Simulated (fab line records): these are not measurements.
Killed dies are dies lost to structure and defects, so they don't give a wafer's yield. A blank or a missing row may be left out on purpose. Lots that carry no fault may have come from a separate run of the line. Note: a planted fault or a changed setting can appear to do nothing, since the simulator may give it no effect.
Which tool was responsible? :: flow berkeleyCmos170 :: Sampling: 14 lots, 42 wafers, 3 of 331 route steps

WHAT EACH GAUGE READ, for each wafer
UCB170_START_THK_MEAS_03. Usual: for START_OXIDE_THK the level is 20.2 nm and the standard deviation is 0.41.
lot: L877
measured: day 1 14:48
on: filmMetro-02
START_OXIDE_THK (nm): 20.5 20.5 20.4
flag: 

lot: L878
measured: day 1 19:59
on: filmMetro-02
START_OXIDE_THK (nm): 20.2 20.4 20.8
flag: 

lot: L879
measured: day 2 02:21
on: filmMetro-02
START_OXIDE_THK (nm): 20.4 20.7 20.6
flag: 

lot: L880
measured: day 2 07:02
on: filmMetro-04
START_OXIDE_THK (nm): 20.3 20.4 20.4
flag: 

lot: L881
measured: day 2 11:06
on: filmMetro-04
START_OXIDE_THK (nm): 20.4 20.2 20.1
flag: 

lot: L884
measured: day 3 03:13
on: filmMetro-01
START_OXIDE_THK (nm): 20.6 20.6 20.5
flag: 

lot: L886
measured: day 3 10:16
on: filmMetro-04
START_OXIDE_THK (nm): 20.7 20.7 20.2
flag: 

lot: L887
measured: day 3 15:53
on: filmMetro-02
START_OXIDE_THK (nm): 20.4 20.1 20.1
flag: 

lot: L888
measured: day 3 22:31
on: filmMetro-04
START_OXIDE_THK (nm): 20.0 20.0 20.4
flag: 

lot: L891
measured: day 4 12:24
on: filmMetro-02
START_OXIDE_THK (nm): 19.8 20.0 20.1
flag: 

lot: L892
measured: day 4 18:40
on: filmMetro-04
START_OXIDE_THK (nm): 19.4 19.5 19.4
flag: 

lot: L894
measured: day 5 02:10
on: filmMetro-04
START_OXIDE_THK (nm): 19.8 19.8 20.0
flag: 

lot: L897
measured: day 5 19:05
on: filmMetro-04
START_OXIDE_THK (nm): 20.3 20.5 20.0
flag: 

lot: L900
measured: day 6 07:20
on: filmMetro-01
START_OXIDE_THK (nm): 20.1 20.4 19.9
flag: 

UCB170_NWELL_OVL_MEAS_12. Usual: for NWELL_OVL the level is 1 nm and the standard deviation is 5.3.
lot: L877
measured: day 2 09:17
on: overlay-01
NWELL_OVL (nm): 4 -3 2
flag: 

lot: L878
measured: day 2 13:47
on: overlay-01
NWELL_OVL (nm): 3 4 1
flag: 

lot: L879
measured: day 3 00:58
on: overlay-01
NWELL_OVL (nm): 2 9 6
flag: 

lot: L880
measured: day 3 05:04
on: overlay-02
NWELL_OVL (nm): 1 -3 1
flag: 

lot: L881
measured: day 3 05:19
on: overlay-01
NWELL_OVL (nm): -2 5 -6
flag: 

lot: L884
measured: day 4 00:17
on: overlay-01
NWELL_OVL (nm): -2 -3 -6
flag: 

lot: L886
measured: day 4 08:40
on: overlay-02
NWELL_OVL (nm): -5 -3 -5
flag: 

lot: L887
measured: day 4 15:19
on: overlay-02
NWELL_OVL (nm): 4 7 6
flag: 

lot: L888
measured: day 4 15:32
on: overlay-01
NWELL_OVL (nm): 1 1 4
flag: 

lot: L891
measured: day 5 09:40
on: overlay-02
NWELL_OVL (nm): 5 4 5
flag: 

lot: L892
measured: day 5 18:40
on: overlay-02
NWELL_OVL (nm): 1 0 2
flag: 

lot: L894
measured: day 5 23:28
on: overlay-02
NWELL_OVL (nm): -4 0 0
flag: 

lot: L897
measured: day 6 15:23
on: overlay-02
NWELL_OVL (nm): 13 7 14
flag: 

lot: L900
measured: day 7 00:40
on: overlay-02
NWELL_OVL (nm): 2 -4 2
flag: 

UCB170_ACTIVE_THK_MEAS_03. Usual: for ACTIVE_OXIDE_THK the level is 26.5 nm and the standard deviation is 0.46.
lot: L877
measured: day 4 13:43
on: filmMetro-02
ACTIVE_OXIDE_THK (nm): 26.0 25.7 25.5
flag: 

lot: L878
measured: day 4 13:44
on: filmMetro-01
ACTIVE_OXIDE_THK (nm): 26.3 26.5 26.1
flag: 

lot: L879
measured: day 5 00:36
on: filmMetro-04
ACTIVE_OXIDE_THK (nm): 26.5 26.5 26.8
flag: 

lot: L880
measured: day 5 00:36
on: filmMetro-02
ACTIVE_OXIDE_THK (nm): 26.0 26.0 25.8
flag: 

lot: L881
measured: day 5 00:39
on: filmMetro-04
ACTIVE_OXIDE_THK (nm): 26.3 25.8 26.2
flag: 

lot: L884
measured: day 5 17:37
on: filmMetro-01
ACTIVE_OXIDE_THK (nm): 26.2 26.5 26.4
flag: 

lot: L886
measured: day 6 06:35
on: filmMetro-04
ACTIVE_OXIDE_THK (nm): 26.4 25.9 25.9
flag: 

lot: L887
measured: day 6 13:07
on: filmMetro-01
ACTIVE_OXIDE_THK (nm): 27.2 27.3 26.8
flag: 

lot: L888
measured: day 6 13:06
on: filmMetro-02
ACTIVE_OXIDE_THK (nm): 26.3 26.1 25.7
flag: 

lot: L891
measured: day 7 11:59
on: filmMetro-01
ACTIVE_OXIDE_THK (nm): 26.3 26.8 26.9
flag: 

lot: L892
measured: day 7 11:58
on: filmMetro-02
ACTIVE_OXIDE_THK (nm): 26.4 26.3 26.7
flag: 

lot: L894
measured: day 7 12:01
on: filmMetro-02
ACTIVE_OXIDE_THK (nm): 27.4 26.9 26.6
flag: 

lot: L897
measured: day 8 07:02
on: filmMetro-02
ACTIVE_OXIDE_THK (nm): 26.9 26.7 27.3
flag: 

lot: L900
measured: day 9 02:31
on: filmMetro-04
ACTIVE_OXIDE_THK (nm): 26.7 26.3 26.7
flag: 

WHAT TOOL EACH LOT RAN ON (gives the tool, then ch and the chambers of the sampled wafers, and finally the start)
Record: no process step prior to these readings.

AS READ BY THE TOOLS THEMSELVES (means over the sampled wafers that have a number; for cases with no such wafer, the mark the record gives instead)
The record holds no such reading with a usual standard deviation.

THE ANSWER, worked out from the rows above alone
Rule: a lot is off if the mean of its wafers that have a number lies more than 3 standard deviations from the usual mean. Also off: a lot with no number at a reading for which 4 or more lots have one. All remaining lots with rows at the step are treated as sound. The gauges are gone through in route order, then the tools' own readings, and for those a lot's mean is taken as printed above. At the first step where some lot is off, the reading lying furthest off is the one used; lots without a number count as furthest.
No lot is off on any of the readings shown, so nothing can be concluded from this.

WHAT HAD BEEN PUT IN BY THE SIMULATOR
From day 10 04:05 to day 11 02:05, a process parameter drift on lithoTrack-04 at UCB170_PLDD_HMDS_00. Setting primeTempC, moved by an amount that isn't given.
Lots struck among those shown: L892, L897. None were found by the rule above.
